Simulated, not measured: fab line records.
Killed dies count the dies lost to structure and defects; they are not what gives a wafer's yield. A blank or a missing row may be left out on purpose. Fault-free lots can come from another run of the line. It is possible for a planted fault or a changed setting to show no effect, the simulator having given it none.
Which tool is to blame? | flow berkeley cmos170 | 7 lots with 21 wafers sampled at 3 steps, on a route of 331 steps

WHAT EACH GAUGE READ, for each wafer
UCB170_PSD_TW_MEAS_10.
lot  | measured     | on            | PSD_TW
L943 | day 6 12:44  | film metro-04 | 2330 2326 2327
L946 | day 6 17:31  | film metro-01 | 2315 2322 2320
L952 | day 8 02:08  | film metro-03 | 2057 2058 2065
L959 | day 9 16:02  | film metro-01 | 2326 2334 2318
L960 | day 9 20:01  | film metro-03 | 2311 2303 2308
L963 | day 10 15:59 | film metro-03 | 2291 2294 2315
L966 | day 11 12:32 | film metro-03 | 2293 2306 2301

EACH LOT AND THE TOOL THAT RAN IT (in order: tool; ch and the chambers of the sampled wafers; start)
lot  | UCB170_PSD_IMPLANT_08           | UCB170_PSD_STRIP_09
L943 | implanter-01 ch 0, day 6 12:20  | plasma asher-01 ch 0,1, day 6 12:38
L946 | implanter-04 ch 0, day 6 17:16  | plasma asher-01 ch 0,1, day 6 17:25
L952 | implanter-04 ch 0, day 8 01:55  | plasma asher-03 ch 0,1, day 8 02:02
L959 | implanter-01 ch 0, day 9 15:47  | plasma asher-01 ch 0,1, day 9 15:55
L960 | implanter-01 ch 0, day 9 19:46  | plasma asher-02 ch 0,1, day 9 19:55
L963 | implanter-01 ch 0, day 10 15:44 | plasma asher-01 ch 0,1, day 10 15:53
L966 | implanter-01 ch 0, day 11 12:17 | plasma asher-02 ch 0,1, day 11 12:25
- UCB170_PSD_IMPLANT_08
- UCB170_PSD_STRIP_09: strips in O2.

THE ANSWER, worked out from the rows above alone
Rule: usual is defined by the lots themselves. The widest of any qualifying gaps counts: lots, ordered by their means at a reading, are off when they make up no more than a third of the lots, leave a main group of 4 or more, and stand apart from it by 3 or more times the standard deviation of that group's means. If all means in a main group match to the digits the tables above print for the reading, that group is not used. Also off: a lot with no number at a reading for which 4 or more lots have one. Where the step has rows for the other lots, those lots are counted as sound.
Off: L952, at UCB170_PSD_TW_MEAS_10 (PSD_TW). The main group: mean 2313, standard deviation 11.
A tool fits if, at a process step before that reading, it ran every lot that is off, and no sound lot after the first of them. Gauges at UCB170_PSD_TW_MEAS_10: tried the same way as those tools. 2 tools fit, implanter-04 at UCB170_PSD_IMPLANT_08 and plasma asher-03 at UCB170_PSD_STRIP_09, so this cannot tell which one it is.

WHAT THE SIMULATOR HAD PUT IN
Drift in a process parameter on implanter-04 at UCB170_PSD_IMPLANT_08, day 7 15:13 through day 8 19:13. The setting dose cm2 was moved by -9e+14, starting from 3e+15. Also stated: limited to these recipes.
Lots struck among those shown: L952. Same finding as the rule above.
